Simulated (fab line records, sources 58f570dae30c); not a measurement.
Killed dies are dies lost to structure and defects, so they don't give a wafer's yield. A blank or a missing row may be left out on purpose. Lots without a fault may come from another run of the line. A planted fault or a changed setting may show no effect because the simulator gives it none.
A struck lot beside a sound one | flow berkeley_cmos170 | 14 steps out of a route of 331
Sound: wafers L976.1, L976.5, L976.6. Struck: wafers L968.1, L968.2, L968.6. The cause comes at the end.
At each step with rows: each side's tool, then ch and its chambers, then its first start. Under that, the readings that differ: sound wafers | struck wafers | difference of the means | sigmas: that difference in standard deviations of wafers without a fault.
alike: readings whose means differ by less than 2 such deviations, and words and numbers that are the same on both sides. not compared: withheld readings, readings that some wafer has no value for, bounds like >300 that may hide the same value, and numbers for which the record gives no deviation and whose values overlap.
The two part at a step that has a row with sigmas, a row that says differs or no value, or rows on one side only. Numbers that don't overlap but have no deviation are shown without sigmas and don't part them. A reading that every wafer of one side lacks parts them only if that side has two wafers or more.

first, 2 steps without rows for these wafers: UCB170_GATE_PEB_10; UCB170_GATE_DEVELOP_11 (develop time 45 s).
UCB170_GATE_CD_MEAS_12: target cd 350 nm.
  sound on cd_sem-02, day 11 20:40; struck on cd_sem-02, day 10 17:25
  alike: cd_nm
UCB170_GATE_OVL_MEAS_13:
  sound on overlay-02, day 11 20:47; struck on overlay-02, day 10 17:32
  alike: GATE_OVL
UCB170_GATE_ETCH_14: etches BARC in N2/H2.
  sound on rie_diel-04 ch 0,2,3, day 11 20:50; struck on rie_diel-04 ch 0,2,3, day 10 17:34
  alike: drypump_motor_current_A, oes_product_au, throttle_valve_pct
UCB170_GATE_ETCH_15: etches poly-Si in HBr/Cl2, stops on SiO2, time 56.3 s, target depth 278.2 nm.
  sound on rie_si-02 ch 1,2,3, day 11 20:52; struck on rie_si-01 ch 1,2, day 10 17:37
  alike: drypump_motor_current_A, oes_product_au, throttle_valve_pct
  not compared: rf_hours_counter_h
UCB170_GATE_STRIP_16: strips in O2.
  sound on plasma_asher-02 ch 0,1, day 11 20:55; struck on plasma_asher-04 ch 0,1, day 10 17:40
  alike: drypump_motor_current_A, oes_product_au
  not compared: rf_hours_counter_h
UCB170_GATE_CD_MEAS_90: target cd 350 nm.
  sound on cd_sem-02, day 11 21:01; struck on cd_sem-02, day 10 17:47
  alike: cd_nm
then, 4 steps without rows for these wafers: UCB170_GATE_CLEAN_17 (cleans in SPM, time 600 s); UCB170_PLDD_HMDS_00 (prime time 60 s); UCB170_PLDD_COAT_01 (resist thk 886.4 nm); UCB170_PLDD_SOFTBAKE_02 (time 60 s).
UCB170_PLDD_EXPOSE_03: exposes mask PSELECT, target cd 1200 nm.
  sound on krf_scanner-01 ch 0, day 11 23:46; struck on krf_scanner-01, day 10 18:40
  no value came back on the struck wafers for exposure_dose_mJ_cm2, focus_offset_nm (nm); on the sound wafers exposure_dose_mJ_cm2 reads 29.88 29.89 29.91
  alike: mask
then, 1 step without rows for these wafers: UCB170_PLDD_PEB_04.

WHERE THEY PART
Only at UCB170_PLDD_EXPOSE_03, within this record.

WHY: what the simulator had put in
Skipped step whole: krf_scanner-01, from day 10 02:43 on, at UCB170_PLDD_EXPOSE_03. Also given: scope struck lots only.
